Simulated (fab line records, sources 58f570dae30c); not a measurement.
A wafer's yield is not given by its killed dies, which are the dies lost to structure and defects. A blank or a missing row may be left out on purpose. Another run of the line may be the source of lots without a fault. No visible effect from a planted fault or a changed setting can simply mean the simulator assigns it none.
A lot that was struck, set against a sound lot || flow berkeleyCmos170 || 14 steps out of a route of 331
Sound: wafers L923.3, L923.5, L923.6. The struck wafers were L930.1, L930.2, L930.5. Last of all comes the cause.
Order at every step that has rows: each side's tool, ch and its chambers, its first start. Under that, the readings that differ: sound wafers || struck wafers || difference of the means || sigmas: that difference in standard deviations of wafers without a fault.
alike: readings whose means differ by less than 2 such deviations, and words and numbers that are the same on both sides. not compared: withheld readings, readings that some wafer has no value for, bounds like >300 that may hide the same value, and numbers for which the record gives no deviation and whose values overlap.
Wherever a step has rows on one side only, a row that says differs or no value, or a row with sigmas, the two part there. Non-overlapping numbers with no deviation appear without sigmas and do not part them. A reading missing from all wafers of one side parts the sides only when that side holds two or more wafers.

first, 2 steps without rows for these wafers: UCB170_NVT_PEB_04; UCB170_NVT_DEVELOP_05 (develop time 45 s).
UCB170_NVT_OVL_MEAS_06:
  sound: overlay-01 at day 6 07:13; struck: overlay-01 at day 8 07:14
  alike: NVT_OVL
next, for these wafers, 1 step has no rows: UCB170_NVT_IMPLANT_07.
UCB170_NVT_STRIP_08: strips in O2.
  sound on plasmaAsher-02 ch 0,1, day 6 07:25; struck on plasmaAsher-03 ch 0,1, day 8 07:25
  alike: drypumpMotorCurrentA, oesProductAu, stripTimeToEndpointS
  not compared: rfHoursCounterH
UCB170_NVT_TW_MEAS_09:
  sound: filmMetro-02 at day 6 07:30; struck: filmMetro-02 at day 8 07:31
  alike: NVT_TW
then, 6 steps without rows for these wafers: UCB170_NVT_CLEAN_10 (cleans in SPM, time 600 s); UCB170_PVT_HMDS_00 (prime time 60 s); UCB170_PVT_COAT_01 (resist thk 900 nm); UCB170_PVT_SOFTBAKE_02 (time 60 s); UCB170_PVT_EXPOSE_03 (exposes mask NWELL, target cd 3000 nm); UCB170_PVT_PEB_04.
UCB170_PVT_DEVELOP_05: develop time 45 s.
  sound on lithoTrack-03 ch 0, day 6 08:00; struck on lithoTrack-04, day 8 10:00
  no value came back on the struck wafers for chillPlateTempC (C), developTimeS (s); on the sound wafers chillPlateTempC (C) reads 23.30 23.08 23.07
{"reading": "model.KrF_of_PVT_COAT_01.thkNm (nm)", "sound": "884.2 887.9 886", "struck": "898.2 899.5 898", "difference": "+12.5", "sigmas": ""}
UCB170_PVT_OVL_MEAS_06:
  sound: overlay-01 at day 6 08:51; struck: overlay-02 at day 8 10:14
{"reading": "PVT_OVL (nm)", "sound": "7 8 6", "struck": "- - -", "difference": "no value on the struck wafers", "sigmas": ""}

## WHERE THEY PART
Earliest at UCB170_PVT_DEVELOP_05; latest, in this record, at UCB170_PVT_OVL_MEAS_06.

WHY: the cause the simulator had injected
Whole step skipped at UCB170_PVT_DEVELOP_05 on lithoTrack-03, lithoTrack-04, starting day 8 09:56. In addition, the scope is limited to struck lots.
